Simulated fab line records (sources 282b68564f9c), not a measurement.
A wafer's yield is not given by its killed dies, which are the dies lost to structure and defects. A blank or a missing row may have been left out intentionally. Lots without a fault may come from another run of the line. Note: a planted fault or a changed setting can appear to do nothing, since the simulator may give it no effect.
A lot that was struck, set against a sound lot + flow rit_cmos + 18 steps out of a route of 202
Sound: wafers L747.2, L747.3, L747.4. Wafers struck: L752.1, L752.2, L752.5. The cause is given at the end.
Order at every step that has rows: each side's tool, ch and its chambers, its first start. Under that, the readings that differ: sound wafers + struck wafers + difference of the means + sigmas: that difference in standard deviations of wafers without a fault.
alike: same words and numbers on both sides, and readings whose means sit less than 2 such deviations apart. not compared: any withheld reading, any reading some wafer has no value for, any bound like >300 that may hide the same value, and any number with overlapping values for which the record gives no deviation.
A row with sigmas, a row that says differs or no value, or rows on one side alone: a step with any of these is where the two part. Numbers that have no deviation but don't overlap get no sigmas and don't part them. A reading missing from all wafers of one side parts the sides only when that side holds two or more wafers.

first, 1 step without rows for these wafers: RIT_PWELL_DEVELOP_05 (develop time 68 s).
RIT_PWELL_OVL_MEAS_06:
  sound on overlay-02, day 2 02:53; struck on overlay-01, day 3 06:18
  alike: PWELL_OVL
then, 2 steps without rows for these wafers: RIT_PWELL_HARDBAKE_07 (time 120 s); RIT_PWELL_IMPLANT_08.
RIT_PWELL_STRIP_09: strips in O2, time 180 s.
  sound on plasma_asher-04 ch 0,1, day 2 03:19; struck on plasma_asher-02 ch 0,1, day 3 06:44
  alike: drypump_motor_current_A
  not compared: rf_hours_counter_h
RIT_PWELL_TW_MEAS_10:
  sound on film_metro-04, day 2 03:30; struck on film_metro-01, day 3 06:55
  alike: PWELL_TW
then, 1 step without rows for these wafers: RIT_WELLDRIVE_ANNEAL_00 (time 14700 s).
RIT_WELLDRIVE_RS_MEAS_01: measures by four-point-probe.
  sound on film_metro-04, day 2 10:29; struck on film_metro-04, day 3 12:04
| reading           | sound             | struck            | difference | sigmas |
|-------------------|-------------------|-------------------|------------|--------|
| NWELL_RS (ohm/sq) | 277.2 277.0 277.3 | 275.2 275.3 275.4 | -1.9       | -2     |
RIT_WELLDRIVE_RS_MEAS_02: measures by four-point-probe.
  sound on film_metro-04, day 2 10:36; struck on film_metro-04, day 3 12:11
  alike: PWELL_RS
then, 3 steps without rows for these wafers: RIT_NRETRO_HMDS_00 (prime time 60 s); RIT_NRETRO_COAT_01 (resist thk 1300 nm); RIT_NRETRO_SOFTBAKE_02 (time 60 s).
RIT_NRETRO_EXPOSE_03: exposes mask M4, target cd 43900 nm.
  sound on iline_stepper-01 ch 0, day 2 11:18; struck on iline_stepper-01 ch 0, day 3 12:53
| reading                        | sound                   | struck         | difference | sigmas |
|--------------------------------|-------------------------|----------------|------------|--------|
| model.NRETRO.overlay_x_nm (nm) | 0.03628 0.03628 0.03628 | 8203 8203 8203 | +8203      |        |
  alike: mask
then, 2 steps without rows for these wafers: RIT_NRETRO_PEB_04; RIT_NRETRO_DEVELOP_05 (develop time 68 s).
RIT_NRETRO_OVL_MEAS_06:
  sound on overlay-01, day 2 11:43; struck on overlay-01, day 3 13:19
| reading         | sound          | struck | difference                    | sigmas |
|-----------------|----------------|--------|-------------------------------|--------|
| NRETRO_OVL (nm) | -0.6 -0.8 -1.6 | - - -  | no value on the struck wafers |        |
then, 1 step without rows for these wafers: RIT_NRETRO_HARDBAKE_07 (time 120 s).
RIT_M1_PROBE_99:
  sound on prober-02, day 3 17:28; struck on prober-01, day 4 17:35
| reading                             | sound             | struck            | difference | sigmas |
|-------------------------------------|-------------------|-------------------|------------|--------|
| killed_at_front_end                 | 3 6 1             | 263 263 264       | +260       | +87    |
| killed_dies                         | 3 6 1             | 264 264 264       | +261       | +87    |
| killed_on_rim                       | 1 2 0             | 70 70 70          | +69        | +49    |
| model.etest.pmos_0p3.r_on_ohm_um    | 6397 6176 6272    | 5132 5087 5158    | -1156      |        |
| model.etest.pmos_turned.r_on_ohm_um | 3714 3407 3493    | 2785 2761 2806    | -754       |        |
| model.etest.pmos_0p15.r_on_ohm_um   | 2967 2717 2825    | 2369 2318 2382    | -480       |        |
| model.etest.nmos_0p3.r_on_ohm_um    | 2246 2129 2170    | 1934 1858 1905    | -283       |        |
| model.etest.nmos_turned.drive_ua_um | 296.8 320.9 327.1 | 437.5 441 429.4   | +121.0     |        |
| model.etest.nmos_0p15.drive_ua_um   | 448.1 476.6 457.3 | 558.6 565.9 549   | +97.2      |        |
| model.etest.pmos_0p15.drive_ua_um   | 243.2 259.4 250.6 | 341.1 340.9 334.7 | +87.8      |        |
  alike: killed_at_M0_to_M3, killed_at_contacts, killed_open, killed_short
  not compared: model.etest.nmos_0p15.r_on_ohm_um

## WHERE THEY PART
First at RIT_WELLDRIVE_RS_MEAS_01; last, within this record, at RIT_M1_PROBE_99.

WHY: the cause the simulator had injected
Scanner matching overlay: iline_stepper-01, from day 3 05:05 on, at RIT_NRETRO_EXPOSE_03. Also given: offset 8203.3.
